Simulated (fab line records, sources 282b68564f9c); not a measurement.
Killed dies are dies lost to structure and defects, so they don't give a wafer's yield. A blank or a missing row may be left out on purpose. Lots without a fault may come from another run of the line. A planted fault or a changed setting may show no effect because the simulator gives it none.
A struck lot beside a sound one | flow rit_cmos | 27 steps out of a route of 202
Sound: wafers L816.1, L816.2, L816.3. Struck: wafers L821.2, L821.3, L821.5. The cause comes at the end.
At each step with rows: each side's tool, then ch and its chambers, then its first start. Under that, the readings that differ: sound wafers | struck wafers | difference of the means | sigmas: that difference in standard deviations of wafers without a fault.
alike: readings whose means differ by less than 2 such deviations, and words and numbers that are the same on both sides. not compared: withheld readings, readings that some wafer has no value for, bounds like >300 that may hide the same value, and numbers for which the record gives no deviation and whose values overlap.
The two part at a step that has a row with sigmas, a row that says differs or no value, or rows on one side only. Numbers that don't overlap but have no deviation are shown without sigmas and don't part them. A reading that every wafer of one side lacks parts them only if that side has two wafers or more.

RIT_ACTIVE_BOW_MEAS_00:
  sound on film_metro-03, day 1 20:00; struck on film_metro-01, day 2 21:01
  alike: INCOMING_BOW
then, 1 step without rows for these wafers: RIT_ACTIVE_OXIDATION_01 (target thk 46.8 nm, ox time 3360 s).
RIT_ACTIVE_THK_MEAS_02:
  sound on film_metro-02, day 1 22:03; struck on film_metro-01, day 2 23:04
  alike: ACTIVE_OXIDE_THK
RIT_ACTIVE_CVD_03: deposits Si3N4 from SiH2Cl2/NH3, target thk 150 nm, time 1500 s.
  sound on lpcvd-01 ch 1, day 1 22:09; struck on lpcvd-02 ch 1, day 2 23:07
  reading                                  | sound         | struck           | difference | sigmas
  model.Si3N4_of_ACTIVE_CVD_03.thk_nm (nm) | 150 148.9 149 | 99.9 101.5 100.5 | -48.7      |
  alike: pressure_mtorr
RIT_ACTIVE_THK_MEAS_04:
  sound on film_metro-03, day 2 01:20; struck on film_metro-03, day 3 00:32
  reading                 | sound             | struck           | difference | sigmas
  ACTIVE_NITRIDE_THK (nm) | 150.1 149.0 148.8 | 99.8 101.5 100.5 | -48.7      | -35
then, 6 steps without rows for these wafers: RIT_ACTIVE_HMDS_05 (prime time 60 s); RIT_ACTIVE_COAT_06 (resist thk 1000 nm); RIT_ACTIVE_SOFTBAKE_07 (time 60 s); RIT_ACTIVE_EXPOSE_08 (exposes mask M1, target cd 1400 nm); RIT_ACTIVE_PEB_09; RIT_ACTIVE_DEVELOP_10 (develop time 50 s).
RIT_ACTIVE_CD_MEAS_11: target cd 1400 nm.
  sound on cd_sem-01, day 2 02:22; struck on cd_sem-01, day 3 01:28
  alike: cd_nm
then, 1 step without rows for these wafers: RIT_ACTIVE_HARDBAKE_12 (time 60 s).
RIT_ACTIVE_ETCH_13: etches Si3N4 in SF6, stops on SiO2, time 210 s, target depth 210 nm.
  sound on rie_diel-01 ch 1,2,3, day 2 02:38; struck on rie_diel-04 ch 1,3, day 3 01:43
  reading                            | sound             | struck            | difference | sigmas
  oes_product_au (a.u.)              | 0.840 0.819 0.823 | 0.671 0.677 0.671 | -0.154     | -11
  model.ACTIVE.feature_depth_nm (nm) | 150 149.1 149.9   | 99.97 101.5 100.6 | -48.98     |
  model.etch.depth_nm (nm)           | 150 148.9 149     | 99.9 101.5 100.5  | -48.7      |
  alike: drypump_motor_current_A, throttle_valve_pct
  not compared: rf_hours_counter_h
RIT_ACTIVE_STRIP_14: strips in O2, time 180 s.
  sound on plasma_asher-02 ch 0,1, day 2 02:46; struck on plasma_asher-01 ch 0,1, day 3 01:50
  alike: drypump_motor_current_A
  not compared: rf_hours_counter_h
RIT_ACTIVE_CD_MEAS_90: target cd 1400 nm.
  sound on cd_sem-02, day 2 02:57; struck on cd_sem-02, day 3 02:02
  alike: cd_nm
then, 4 steps without rows for these wafers: RIT_ACTIVE_CLEAN_15 (cleans in SC1, time 600 s); RIT_ACTIVE_CLEAN_16 (cleans in dHF, time 30 s); RIT_ACTIVE_CLEAN_17 (cleans in SC2, time 600 s); RIT_FOX1_OXIDATION_00 (target thk 350.7 nm, ox time 1130 s).
RIT_FOX1_THK_MEAS_01:
  sound on film_metro-01, day 2 04:52; struck on film_metro-01, day 3 05:23
  alike: FOX1_OXIDE_THK
then, 2 steps without rows for these wafers: RIT_FOX1_WET_ETCH_02 (etches SiO2 in BOE, target depth 350 nm, time 390 s); RIT_FOX2_OXIDATION_00 (target thk 350.7 nm, ox time 1130 s).
RIT_FOX2_THK_MEAS_01:
  sound on film_metro-03, day 2 06:54; struck on film_metro-03, day 3 07:46
  reading             | sound       | struck      | difference | sigmas
  FOX2_OXIDE_THK (nm) | 345 337 344 | 363 352 359 | +16        | +3
RIT_FOX2_CLEAN_02: cleans in dHF, time 180 s.
  sound on wet_bench-02 ch 0, day 2 06:58; struck on wet_bench-01 ch 1, day 3 07:49
  reading                                  | sound             | struck            | difference | sigmas
  model.Si3N4_of_ACTIVE_CVD_03.thk_nm (nm) | 130.8 129.7 129.8 | 80.57 82.14 81.19 | -48.80     |
then, 1 step without rows for these wafers: RIT_FOX2_WET_ETCH_03 (etches Si3N4 in H3PO4, target depth 195 nm, time 2700 s).
RIT_M1_PROBE_99:
  sound on prober-01, day 4 02:01; struck on prober-02, day 4 21:25
  reading                             | sound             | struck            | difference | sigmas
  model.etest.pldd.width_nm (nm)      | 3207 3175 3176    | 3098 3120 3091    | -83        |
  model.etest.nldd.width_nm (nm)      | 3197 3183 3171    | 3097 3114 3101    | -80        |
  model.etest.nplus_sal.width_nm (nm) | 3469 3477 3446    | 3391 3386 3387    | -76        |
  model.etest.pplus_sal.width_nm (nm) | 3462 3452 3462    | 3390 3382 3392    | -71        |
  model.etest.nmos_narrow.drive_ua_um | 230.4 227.5 229.7 | 203.5 204.3 206.5 | -24.4      |
  model.etest.pmos_narrow.drive_ua_um | 105.5 104.1 104   | 95.37 92.46 92.96 | -10.94     |
  alike: killed_at_M0_to_M3, killed_at_contacts, killed_at_front_end, killed_dies, killed_open, killed_short

WHERE THEY PART
First at RIT_ACTIVE_THK_MEAS_04; last, within this record, at RIT_FOX2_THK_MEAS_01. Later steps at which nothing parts them and some readings are alike: RIT_M1_PROBE_99.

WHY: what the simulator had put in
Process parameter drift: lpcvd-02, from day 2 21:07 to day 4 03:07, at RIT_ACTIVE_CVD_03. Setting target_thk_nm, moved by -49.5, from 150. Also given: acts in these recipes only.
